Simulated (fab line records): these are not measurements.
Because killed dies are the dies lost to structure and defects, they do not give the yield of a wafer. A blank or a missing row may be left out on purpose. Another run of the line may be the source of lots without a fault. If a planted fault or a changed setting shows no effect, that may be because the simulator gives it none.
Comparing a struck lot with a sound one :: flow berkeley cmos170 :: 44 out of 331 route steps
Sound: these wafers, L986.4, L986.5, L986.6. Wafers struck: L998.2, L998.4, L998.5. The cause comes at the end.
Per side, at each step with rows, come the tool, then ch with its chambers, and then its first start. Under that, the readings that differ: sound wafers :: struck wafers :: difference of the means :: sigmas: that difference in standard deviations of wafers without a fault.
alike: readings whose means differ by less than 2 such deviations, and words and numbers that are the same on both sides. not compared: withheld readings, readings that some wafer has no value for, bounds like >300 that may hide the same value, and numbers for which the record gives no deviation and whose values overlap.
The two part at a step that has a row with sigmas, a row that says differs or no value, or rows on one side only. Non-overlapping numbers with no deviation appear without sigmas and do not part them. A reading that every wafer of one side lacks parts them only if that side has two wafers or more.

first, 1 step without rows for these wafers: UCB170_PLDD_IMPLANT_09.
UCB170_PLDD_STRIP_10: strips in O2.
  sound on plasma asher-04 ch 0,1, day 7 16:52; struck on plasma asher-01 ch 0,1, day 9 21:49
  alike: drypump motor current A, o2 flow sccm, oes product au, strip time to endpoint s
  not compared: rf hours counter h
UCB170_PLDD_TW_MEAS_11:
  sound on film metro-03, day 7 16:58; struck on film metro-01, day 9 21:56
  alike: PLDD_TW
then, 7 steps without rows for these wafers: UCB170_PLDD_CLEAN_12 (cleans in SPM, time 600 s); UCB170_NLDD_HMDS_00 (prime time 60 s); UCB170_NLDD_COAT_01 (resist thk 900 nm); UCB170_NLDD_SOFTBAKE_02 (time 60 s); UCB170_NLDD_EXPOSE_03 (exposes mask NSELECT, target cd 1200 nm); UCB170_NLDD_PEB_04; UCB170_NLDD_DEVELOP_05 (develop time 45 s).
UCB170_NLDD_CD_MEAS_06 targets a cd of 1200 nm.
  sound on cd sem-01, day 7 18:19; struck on cd sem-02, day 9 23:46
reading: cd nm (nm)
sound: 1199.0 1198.6 1199.5
struck: 1203.4 1204.7 1204.3
difference: +5.1
sigmas: +3
UCB170_NLDD_OVL_MEAS_07:
  sound on overlay-02, day 7 18:24; struck on overlay-01, day 9 23:52
  alike: NLDD_OVL
UCB170_NLDD_IMPLANT_08:
  sound on implanter-01 ch 0, day 7 18:29; struck on implanter-01 ch 0, day 9 23:55
reading: beam energy keV
sound: 29.987 29.983 29.999
struck: 30.002 30.015 30.010
difference: +0.019
sigmas: +2

reading: dose ions cm2
sound: 4.995e+13 4.998e+13 4.999e+13
struck: 4.16e+13 4.148e+13 4.15e+13
difference: -8.45e+12
sigmas: -99 or more

reading: faraday current uA
sound: 160 159 161
struck: 132 133 129
difference: -29
sigmas: -9
next, for these wafers, 1 step has no rows: UCB170_NLDD_IMPLANT_09.
UCB170_NLDD_STRIP_10: strips in O2.
  sound on plasma asher-01 ch 0,1, day 7 18:45; struck on plasma asher-02 ch 0,1, day 10 00:12
reading: drypump motor current A (A)
sound: 5.7 5.2 5.7
struck: 6.7 6.1 6.7
difference: +1.0
sigmas: +2
  alike: o2 flow sccm, oes product au, strip time to endpoint s
  not compared: rf hours counter h
UCB170_NLDD_TW_MEAS_11:
  sound on film metro-01, day 7 18:51; struck on film metro-03, day 10 00:19
  alike: NLDD_TW
then, 1 step without rows for these wafers: UCB170_NLDD_CLEAN_12 (cleans in SPM, time 600 s).
UCB170_SPACER_CVD_00: deposits SiO2 from TEOS/O2, target thk 376 nm, time 47 s.
  sound on pecvd-01 ch 0,1,2, day 7 19:04; struck on pecvd-02 ch 0,1,2, day 10 00:32
  alike: heater power w
UCB170_SPACER_THK_MEAS_01:
  sound on film metro-03, day 7 19:07; struck on film metro-03, day 10 00:35
  alike: SPACER_TEOS_THK
then, 1 step without rows for these wafers: UCB170_SPACER_ANNEAL_02 (time 1800 s).
UCB170_SPACER_ETCHBACK_03: etches SiO2 in CHF3/CF4/Ar, stops on Si, target depth 376 nm, time 100 s.
  sound on rie diel-02 ch 1,2, day 8 00:44; struck on rie diel-03 ch 1,3, day 10 07:04
  alike: cf4 flow sccm, drypump motor current A, mfc ar sccm, oes product au, throttle valve pct
  not compared: rf hours counter h
then, 6 steps without rows for these wafers: UCB170_PSD_HMDS_00 (prime time 60 s); UCB170_PSD_COAT_01 (resist thk 900 nm); UCB170_PSD_SOFTBAKE_02 (time 60 s); UCB170_PSD_EXPOSE_03 (exposes mask PSELECT MOD, target cd 1200 nm); UCB170_PSD_PEB_04; UCB170_PSD_DEVELOP_05 (develop time 45 s).
UCB170_PSD_CD_MEAS_06 targets a cd of 1200 nm.
  sound on cd sem-02, day 8 02:03; struck on cd sem-01, day 10 08:29
  alike: cd nm
UCB170_PSD_OVL_MEAS_07:
  sound on overlay-02, day 8 02:08; struck on overlay-02, day 10 08:35
  alike: PSD_OVL
next, for these wafers, 1 step has no rows: UCB170_PSD_IMPLANT_08.
UCB170_PSD_STRIP_09: strips in O2.
  sound on plasma asher-03 ch 0,1, day 8 02:20; struck on plasma asher-04 ch 0,1, day 10 08:46
  alike: drypump motor current A, o2 flow sccm, oes product au, strip time to endpoint s
  not compared: rf hours counter h
UCB170_PSD_TW_MEAS_10:
  sound on film metro-01, day 8 02:25; struck on film metro-01, day 10 08:53
  alike: PSD_TW
then, 7 steps without rows for these wafers: UCB170_PSD_CLEAN_11 (cleans in SPM, time 600 s); UCB170_NSD_HMDS_00 (prime time 60 s); UCB170_NSD_COAT_01 (resist thk 900 nm); UCB170_NSD_SOFTBAKE_02 (time 60 s); UCB170_NSD_EXPOSE_03 (exposes mask NSELECT MOD, target cd 1200 nm); UCB170_NSD_PEB_04; UCB170_NSD_DEVELOP_05 (develop time 45 s).
UCB170_NSD_CD_MEAS_06 targets a cd of 1200 nm.
  sound on cd sem-02, day 8 04:35; struck on cd sem-02, day 10 13:40
  alike: cd nm
UCB170_NSD_OVL_MEAS_07:
  sound on overlay-02, day 8 04:40; struck on overlay-01, day 10 13:46
  alike: NSD_OVL
next, for these wafers, 1 step has no rows: UCB170_NSD_IMPLANT_08.
UCB170_SDANNEAL_RS_MEAS_05: uses a four-point probe to measure.
  sound on film metro-03, day 8 06:48; struck on film metro-01, day 10 15:44
reading: NLDD_RS (ohm/sq)
sound: 618.4 618.2 616.7
struck: 656.3 655.4 658.2
difference: +38.9
sigmas: +23
UCB170_M3_PROBE_99:
  sound on prober-01, day 9 05:46; struck on prober-02, day 11 11:21
reading: model.etest.nldd.line ohm um
sound: 1215 1168 1179
struck: 1350 1363 1303
difference: +151
sigmas: 

reading: model.etest.nldd.rs ohm sq
sound: 766.5 765 763.6
struck: 833.3 828.5 835.8
difference: +67.5
sigmas: 

## WHERE THEY PART
First at UCB170_NLDD_CD_MEAS_06; last, within this record, at UCB170_SDANNEAL_RS_MEAS_05.

WHY: whatever the simulator had introduced
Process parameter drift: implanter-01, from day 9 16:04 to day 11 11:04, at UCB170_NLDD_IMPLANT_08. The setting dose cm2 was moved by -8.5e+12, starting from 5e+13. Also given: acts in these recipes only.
